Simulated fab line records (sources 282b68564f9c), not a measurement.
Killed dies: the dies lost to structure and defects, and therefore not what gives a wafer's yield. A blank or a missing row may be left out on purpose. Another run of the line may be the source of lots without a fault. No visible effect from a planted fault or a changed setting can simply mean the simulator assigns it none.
fab line records ; flow ritCmos
[record] lots = 14; wafers = 42; lastDay = 7
route steps=202 shown ACTIVE@16 PWELL@45 PRETRO@73 NLDD@106 M1@202
lots that met no fault: taken from a fault-free run of the same line
startH: hours from the record's opening day to when the first of the lot's shown wafers began ; waitH: hours from the lot's prior step to this one ; " repeats the value in the row above ; L1.1+2: one row covering several wafers at once ; - no value present, or no start provided ; * or withheld: withheld ; < > ~ a bound
route shown NAME@n: NAME is a module with steps in the file, n the number in the route of the first one ; usual: mean and standard deviation over wafers with no fault ; same: alike in all rows ; chamber/n: place in a boat ; sites: the reading at each site ; _std_site: standard deviation across them ; _edge_site: mean of outer sites minus mean of inner sites ; radiusMm: how far each site lies from the wafer's centre ; mask NAME#n: copy n ; behind: the tool/chamber that last shaped the wafer ; hold: what put the lot on hold/how long, in hours/how the hold closed ; device: the transistor (n, p or np) that didn't switch ; end of line: the same wafers' tests at the end of the route ; a step with no rows: only its recipe ; killed: the dies lost at the first sort to structure and to defects; this is not the yield of the wafer ; map: dies across one wafer; x = killed, . = not, _ = none there
set.NAME: setting as actually run; set.NAME@STEP: the setting as run at that earlier step ; model.NAME: the simulator's own value behind a step, which no gauge read
one table for each step of the route and one row for each wafer, over a sample of lots
services: a tool's chamber out of use, with start hour (startH, from the record's first day; less than 0 if before it), hours out, and reason
[[steps]]
[step RIT_ACTIVE_CD_MEAS_90]
[recipe] targetCdNm = 1400
[usual] cdNm = 1400.3/2.5
lot.wafer;tool;chamber;startH;waitH;cdNm
L109.1;cdSem-02;-;20.73;0.1;1404.0
L109.2;cdSem-02;-;20.73;0.1;1404.0
L109.5;cdSem-02;-;20.73;0.1;1400.0
L110.2;cdSem-02;-;25.04;0.1;1400.4
L110.4;cdSem-02;-;25.04;0.1;1402.1
L110.6;cdSem-02;-;25.04;0.1;1403.2
L111.1;cdSem-02;-;30.14;0.1;1395.3
L111.3;cdSem-02;-;30.14;0.1;1395.1
L111.6;cdSem-02;-;30.14;0.1;1397.5
L113.1;cdSem-02;-;41.44;0.1;1396.4
L113.2;cdSem-02;-;41.44;0.1;1397.9
L113.4;cdSem-02;-;41.44;0.1;1398.8
L114.1;cdSem-02;-;48.03;0.1;1398.7
L114.3;cdSem-02;-;48.03;0.1;1400.9
L114.5;cdSem-02;-;48.03;0.1;1400.5
L116.1;cdSem-02;-;55.27;0.1;1404.6
L116.3;cdSem-02;-;55.27;0.1;1404.0
L116.5;cdSem-02;-;55.27;0.1;1403.0
L117.3;cdSem-02;-;62.32;0.1;1398.2
L117.4;cdSem-02;-;62.32;0.1;1400.1
L117.5;cdSem-02;-;62.32;0.1;1400.3
L118.1;cdSem-01;-;65.89;0.1;1399.7
L118.2;cdSem-01;-;65.89;0.1;1399.8
L118.5;cdSem-01;-;65.89;0.1;1400.4
L120.2;cdSem-01;-;76.14;0.1;1397.7
L120.3;cdSem-01;-;76.14;0.1;1397.1
L120.4;cdSem-01;-;76.14;0.1;1396.3
L122.3;cdSem-01;-;85.62;0.1;1400.6
L122.4;cdSem-01;-;85.62;0.1;1398.4
L122.5;cdSem-01;-;85.62;0.1;1397.5
L123.3;cdSem-02;-;91.51;0.1;1400.0
L123.4;cdSem-02;-;91.51;0.1;1399.1
L123.5;cdSem-02;-;91.51;0.1;1402.3
L127.1;cdSem-01;-;112.00;0.1;1404.1
L127.5;cdSem-01;-;112.00;0.1;1401.7
L127.6;cdSem-01;-;112.00;0.1;1401.9
L128.1;cdSem-02;-;115.34;0.1;1400.4
L128.3;cdSem-02;-;115.34;0.1;1398.5
L128.6;cdSem-02;-;115.34;0.1;1400.4
L130.2;cdSem-02;-;125.37;0.1;1399.0
L130.5;cdSem-02;-;125.37;0.1;1400.2
L130.6;cdSem-02;-;125.37;0.1;1400.2
[step RIT_PWELL_OVL_MEAS_06]
[usual] PWELL_OVL = -1.4/1.3
lot.wafer;tool;chamber;startH;waitH;PWELL_OVL[nm]
L109.1;overlay-02;-;27.70;-;-1.5
L109.2;overlay-02;-;27.70;-;-1.0
L109.5;overlay-02;-;27.70;-;-1.8
L110.2;overlay-02;-;32.81;-;-0.2
L110.4;overlay-02;-;32.81;-;0.1
L110.6;overlay-02;-;32.81;-;-0.6
L111.1;overlay-01;-;38.82;-;-4.4
L111.3;overlay-01;-;38.82;-;-3.5
L111.6;overlay-01;-;38.82;-;-2.8
L113.1;overlay-01;-;50.13;-;-1.8
L113.2;overlay-01;-;50.13;-;-1.2
L113.4;overlay-01;-;50.13;-;-3.1
L114.1;overlay-01;-;54.96;-;-2.4
L114.3;overlay-01;-;54.96;-;-1.7
L114.5;overlay-01;-;54.96;-;-1.5
L116.1;overlay-02;-;64.85;-;-3.1
L116.3;overlay-02;-;64.85;-;-3.0
L116.5;overlay-02;-;64.85;-;-2.5
L117.3;overlay-01;-;69.12;-;-2.0
L117.4;overlay-01;-;69.12;-;-0.9
L117.5;overlay-01;-;69.12;-;0.4
L118.1;overlay-01;-;74.72;-;-2.2
L118.2;overlay-01;-;74.72;-;-1.3
L118.5;overlay-01;-;74.72;-;-0.9
L120.2;overlay-02;-;83.56;-;-2.5
L120.3;overlay-02;-;83.56;-;0.1
L120.4;overlay-02;-;83.56;-;-3.2
L122.3;overlay-01;-;95.42;-;-0.5
L122.4;overlay-01;-;95.42;-;-0.8
L122.5;overlay-01;-;95.42;-;-1.1
L123.3;overlay-01;-;99.64;-;-2.2
L123.4;overlay-01;-;99.64;-;-3.0
L123.5;overlay-01;-;99.64;-;-2.9
L127.1;overlay-02;-;118.84;-;1.1
L127.5;overlay-02;-;118.84;-;-0.5
L127.6;overlay-02;-;118.84;-;-1.6
L128.1;overlay-02;-;123.77;-;-2.4
L128.3;overlay-02;-;123.77;-;-2.3
L128.6;overlay-02;-;123.77;-;-3.0
L130.2;overlay-02;-;133.61;-;-1.8
L130.5;overlay-02;-;133.61;-;-2.2
L130.6;overlay-02;-;133.61;-;-2.3
[step RIT_PRETRO_STRIP_09]
[recipe] chemistry = O2; timeS = 180; resist = NOVOLAK; platenTempC = withheld; powerW = 500; pressureMtorr = 4000; o2FlowSccm = 4000
[usual] drypumpMotorCurrentA = 5.55/0.3; o2FlowSccm = 4000/12
lot.wafer;tool;chamber;startH;waitH;drypumpMotorCurrentA;o2FlowSccm;rfHoursCounterH
L109.1;plasmaAsher-03;0;37.59;0.1;5.50;3985;41
L109.2;plasmaAsher-03;1;37.59;0.1;5.63;4006;41
L109.5;plasmaAsher-03;1;37.59;0.1;5.64;4006;-
L110.2;plasmaAsher-03;1;42.89;0.1;5.65;3987;42
L110.4;plasmaAsher-03;0;42.89;0.1;5.53;3995;-
L110.6;plasmaAsher-03;1;42.89;0.1;5.66;4007;-
L111.1;plasmaAsher-03;0;48.42;0.1;5.47;4000;42
L111.3;plasmaAsher-03;1;48.42;0.1;5.63;3980;-
L111.6;plasmaAsher-03;0;48.42;0.1;5.52;4001;-
L113.1;plasmaAsher-01;1;60.02;0.1;5.61;3993;40
L113.2;plasmaAsher-01;0;60.02;0.1;6.00;4016;40
L113.4;plasmaAsher-01;1;60.02;0.1;5.63;4009;-
L114.1;plasmaAsher-04;1;66.29;0.1;5.60;3976;28
L114.3;plasmaAsher-04;0;66.29;0.1;4.80;4002;-
L114.5;plasmaAsher-04;1;66.29;0.1;5.59;4003;-
L116.1;plasmaAsher-01;0;75.07;0.1;5.98;4003;41
L116.3;plasmaAsher-01;1;75.07;0.1;5.59;3999;-
L116.5;plasmaAsher-01;1;75.07;0.1;5.60;3996;-
L117.3;plasmaAsher-03;0;78.72;0.1;5.51;4007;-
L117.4;plasmaAsher-03;1;78.72;0.1;5.64;3974;-
L117.5;plasmaAsher-03;1;78.72;0.1;5.67;4000;-
L118.1;plasmaAsher-04;1;83.94;0.1;5.60;4011;30
L118.2;plasmaAsher-04;0;83.94;0.1;4.78;3995;30
L118.5;plasmaAsher-04;1;83.94;0.1;5.59;4000;-
L120.2;plasmaAsher-03;1;92.83;0.1;5.68;3999;47
L120.3;plasmaAsher-03;1;92.83;0.1;5.62;4002;-
L120.4;plasmaAsher-03;0;92.83;0.1;5.50;3992;-
L122.3;plasmaAsher-04;0;104.45;0.1;4.81;3997;-
L122.4;plasmaAsher-04;1;104.45;0.1;5.58;3975;-
L122.5;plasmaAsher-04;0;104.45;0.1;4.82;4004;-
L123.3;plasmaAsher-03;0;109.56;0.1;5.50;3994;-
L123.4;plasmaAsher-03;1;109.56;0.1;5.60;4019;-
L123.5;plasmaAsher-03;0;109.56;0.1;5.49;4005;-
L127.1;plasmaAsher-03;1;128.26;0.1;5.62;4003;51
L127.5;plasmaAsher-03;0;128.26;0.1;5.52;4009;-
L127.6;plasmaAsher-03;1;128.26;0.1;5.61;3995;-
L128.1;plasmaAsher-03;0;133.18;0.1;5.50;4002;52
L128.3;plasmaAsher-03;0;133.18;0.1;5.51;3980;-
L128.6;plasmaAsher-03;1;133.18;0.1;5.64;3998;-
L130.2;plasmaAsher-03;0;142.89;0.1;5.52;4015;53
L130.5;plasmaAsher-03;0;142.89;0.1;5.53;4023;-
L130.6;plasmaAsher-03;1;142.89;0.1;5.65;4028;-
[step RIT_NLDD_EXPOSE_03]
[recipe] maskId = M7; na = 0.57; targetCdNm = 40700; doseMj = 250
[usual] reticleTempC = 23.00/0.1
lot.wafer;tool;chamber;startH;waitH;mask;reticleTempC
L109.1;ilineStepper-02;0;50.20;0.1;M7#0;22.99
L109.2;ilineStepper-02;0;50.20;0.1;M7#0;23.15
L109.5;ilineStepper-02;0;50.20;0.1;M7#0;23.11
L110.2;ilineStepper-02;0;53.84;0.1;M7#0;22.99
L110.4;ilineStepper-02;0;53.84;0.1;M7#0;23.01
L110.6;ilineStepper-02;0;53.84;0.1;M7#0;22.98
L111.1;ilineStepper-02;0;60.80;0.1;M7#0;22.97
L111.3;ilineStepper-02;0;60.80;0.1;M7#0;22.92
L111.6;ilineStepper-02;0;60.80;0.1;M7#0;23.03
L113.1;ilineStepper-02;0;70.61;0.1;M7#0;22.68
L113.2;ilineStepper-02;0;70.61;0.1;M7#0;22.93
L113.4;ilineStepper-02;0;70.61;0.1;M7#0;22.95
L114.1;ilineStepper-02;0;77.67;0.1;M7#0;22.96
L114.3;ilineStepper-02;0;77.67;0.1;M7#0;22.96
L114.5;ilineStepper-02;0;77.67;0.1;M7#0;23.15
L116.1;ilineStepper-02;0;85.92;0.1;M7#0;22.92
L116.3;ilineStepper-02;0;85.92;0.1;M7#0;22.88
L116.5;ilineStepper-02;0;85.92;0.1;M7#0;23.06
L117.3;ilineStepper-01;0;91.89;0.2;M7#0;23.07
L117.4;ilineStepper-01;0;91.89;0.2;M7#0;23.07
L117.5;ilineStepper-01;0;91.89;0.2;M7#0;23.09
L118.1;ilineStepper-02;0;96.34;0.2;M7#0;23.01
L118.2;ilineStepper-02;0;96.34;0.2;M7#0;22.93
L118.5;ilineStepper-02;0;96.34;0.2;M7#0;22.92
L120.2;ilineStepper-01;0;103.07;0.1;M7#0;23.11
L120.3;ilineStepper-01;0;103.07;0.1;M7#0;22.92
L120.4;ilineStepper-01;0;103.07;0.1;M7#0;23.07
L122.3;ilineStepper-01;0;115.87;0.2;M7#0;22.91
L122.4;ilineStepper-01;0;115.87;0.2;M7#0;22.88
L122.5;ilineStepper-01;0;115.87;0.2;M7#0;22.95
L123.3;ilineStepper-02;0;119.05;0.2;M7#0;22.96
L123.4;ilineStepper-02;0;119.05;0.2;M7#0;22.89
L123.5;ilineStepper-02;0;119.05;0.2;M7#0;22.80
L127.1;ilineStepper-02;0;140.30;0.3;M7#0;23.02
L127.5;ilineStepper-02;0;140.30;0.3;M7#0;22.99
L127.6;ilineStepper-02;0;140.30;0.3;M7#0;22.91
L128.1;ilineStepper-01;0;142.83;0.2;M7#0;22.96
L128.3;ilineStepper-01;0;142.83;0.2;M7#0;22.99
L128.6;ilineStepper-01;0;142.83;0.2;M7#0;23.04
L130.2;ilineStepper-01;0;156.95;0.1;M7#0;23.09
L130.5;ilineStepper-01;0;156.95;0.1;M7#0;22.99
L130.6;ilineStepper-01;0;156.95;0.1;M7#0;23.02
[step RIT_NLDD_OVL_MEAS_06]
[usual] NLDD_OVL = -0.8/1.2
lot.wafer;tool;chamber;startH;waitH;NLDD_OVL[nm]
L109.1;overlay-02;-;50.60;-;-0.2
L109.2;overlay-02;-;50.60;-;-0.8
L109.5;overlay-02;-;50.60;-;-1.9
L110.2;overlay-01;-;54.23;-;-1.0
L110.4;overlay-01;-;54.23;-;-1.5
L110.6;overlay-01;-;54.23;-;-1.5
L111.1;overlay-02;-;61.20;-;0.2
L111.3;overlay-02;-;61.20;-;-2.2
L111.6;overlay-02;-;61.20;-;-0.6
L113.1;overlay-02;-;71.01;-;0.2
L113.2;overlay-02;-;71.01;-;1.4
L113.4;overlay-02;-;71.01;-;-0.6
L114.1;overlay-02;-;78.07;-;-1.8
L114.3;overlay-02;-;78.07;-;-1.1
L114.5;overlay-02;-;78.07;-;-0.5
L116.1;overlay-02;-;86.32;-;-2.3
L116.3;overlay-02;-;86.32;-;-3.4
L116.5;overlay-02;-;86.32;-;-1.7
L117.3;overlay-01;-;92.27;-;2.7
L117.4;overlay-01;-;92.27;-;-0.2
L117.5;overlay-01;-;92.27;-;0.2
L118.1;overlay-01;-;96.74;-;-1.1
L118.2;overlay-01;-;96.74;-;-1.2
L118.5;overlay-01;-;96.74;-;-1.7
L120.2;overlay-02;-;103.62;-;-0.2
L120.3;overlay-02;-;103.62;-;-0.3
L120.4;overlay-02;-;103.62;-;-2.0
L122.3;overlay-02;-;116.24;-;-0.2
L122.4;overlay-02;-;116.24;-;-1.3
L122.5;overlay-02;-;116.24;-;1.0
L123.3;overlay-01;-;119.42;-;-7.3
L123.4;overlay-01;-;119.42;-;-7.8
L123.5;overlay-01;-;119.42;-;-6.6
L127.1;overlay-01;-;140.70;-;-6.4
L127.5;overlay-01;-;140.70;-;-6.2
L127.6;overlay-01;-;140.70;-;-5.2
L128.1;overlay-02;-;143.23;-;1.6
L128.3;overlay-02;-;143.23;-;1.5
L128.6;overlay-02;-;143.23;-;1.3
L130.2;overlay-02;-;157.34;-;-0.9
L130.5;overlay-02;-;157.34;-;0.4
L130.6;overlay-02;-;157.34;-;0.1
[step RIT_M1_PROBE_99]
[usual] killedAtContacts = 0.1/0.35; killedAtFrontEnd = 6.9/2.8; killedDies = 7.0/2.8; killedOpen = 3.4/2; killedShort = 3.5/2.1
[same] grossDies = 264; killed_at_M0_to_M3 = 0; killed_at_M4_up = 0; killedAtBackSide = 0; killedAtOther = 0
lot.wafer;tool;chamber;startH;waitH;killedAtContacts;killedAtFrontEnd;killedDies;killedOpen;killedShort
L109.1;prober-02;-;65.90;0.1;0;13;13;4;9
L109.2;prober-02;-;65.95;0.1;0;5;5;0;5
L109.5;prober-02;-;66.10;0.2;0;13;13;6;7
L122.3;prober-01;-;132.05;0.2;0;12;12;5;7
L122.4;prober-01;-;132.10;0.2;0;6;6;0;6
L122.5;prober-01;-;132.15;0.2;0;4;4;2;2
L123.3;prober-02;-;135.16;0.2;0;5;5;1;4
L123.4;prober-02;-;135.21;0.2;0;6;6;4;2
L123.5;prober-02;-;135.26;0.2;0;6;6;3;3
L127.1;prober-01;-;159.98;0.1;0;7;7;1;6
// killed by level:class
L109.1 GATE:geometricParticle:short=4 GATE:geometricParticle:open=3 SPACER:geometricParticle:short=3 FOX1:geometricParticle:short=1 REOX:geometricParticle:short=1 SPACER:geometricParticle:open=1
L109.2 GATE:geometricParticle:short=2 SILICIDE:geometricParticle:short=2 FOX1:geometricParticle:short=1
L109.5 FOX1:geometricParticle:short=3 FOX1:geometricParticle:open=3 GATE:geometricParticle:open=2 GATE:geometricParticle:short=2 SPACER:geometricParticle:short=2 SPACER:geometricParticle:open=1
L122.3 FOX1:geometricParticle:open=3 GATE:geometricParticle:short=2 FOX1:geometricParticle:short=1 FOX2:geometricParticle:short=1 GATE:geometricParticle:open=1 REOX:geometricParticle:open=1 REOX:geometricParticle:short=1 SPACER:geometricParticle:short=1
L122.4 GATE:geometricParticle:short=5 SILICIDE:geometricParticle:short=1
L122.5 FOX1:geometricParticle:open=1 GATE:geometricParticle:open=1 GATE:geometricParticle:short=1 REOX:geometricParticle:short=1
L123.3 GATE:geometricParticle:short=4 SILICIDE:geometricParticle:open=1
L123.4 GATE:geometricParticle:open=2 FOX1:geometricParticle:short=1 GATE:geometricParticle:short=1 REOX:geometricParticle:open=1 SPACER:geometricParticle:open=1
L123.5 GATE:geometricParticle:open=2 FOX1:geometricParticle:short=1 GATE:geometricParticle:short=1 REOX:geometricParticle:open=1 SPACER:geometricParticle:short=1
L127.1 GATE:geometricParticle:short=3 FOX1:geometricParticle:short=1 REOX:geometricParticle:short=1 SPACER:geometricParticle:open=1 SPACER:geometricParticle:short=1
[[services]]
tool;chamber;startH;hours;kind
plasmaAsher-01;-;35.35;1.6;repair
ilineStepper-01;0;42.99;-;calibration
ilineStepper-01;-;50.30;4.4;pm
plasmaAsher-03;-;62.49;0.7;repair
ilineStepper-02;0;71.85;-;calibration
plasmaAsher-04;-;93.69;0.4;repair
plasmaAsher-04;-;105.16;2.2;repair
plasmaAsher-01;-;108.75;9.0;pm
plasmaAsher-01;0;108.75;9.0;ventCycle
plasmaAsher-01;1;108.75;9.0;ventCycle
plasmaAsher-01;0;117.75;-;clean
plasmaAsher-01;1;117.75;-;clean
[[key]]
[firstSign] step = RIT_NLDD_OVL_MEAS_06; reading = NLDD_OVL; direction = down; sigmas = 4.8; usual = -0.8; struck = -6.6
effect none on later readings
metAt RIT_NLDD_EXPOSE_03
struckLots L123,L127
testerLeftOut L123,L127
notActingAt RIT_ACTIVE_CD_MEAS_90,RIT_PWELL_OVL_MEAS_06,RIT_PRETRO_STRIP_09
onsetBetween 96.34 119.05
[fault] kind = processParameterDrift; tool = ilineStepper-02; chamber = -; onsetH = 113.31; steps = RIT_NLDD_EXPOSE_03; channel = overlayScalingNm; offset = 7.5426; shape = step; endH = 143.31
// testerLeftOut: of these lots the tester's yield and bins aren't shown, on N5 and GAA mostly nor the transistor test; their killed dies are dies lost to structure and defects alone, not to doping, threshold or leakage, so they don't give the yield
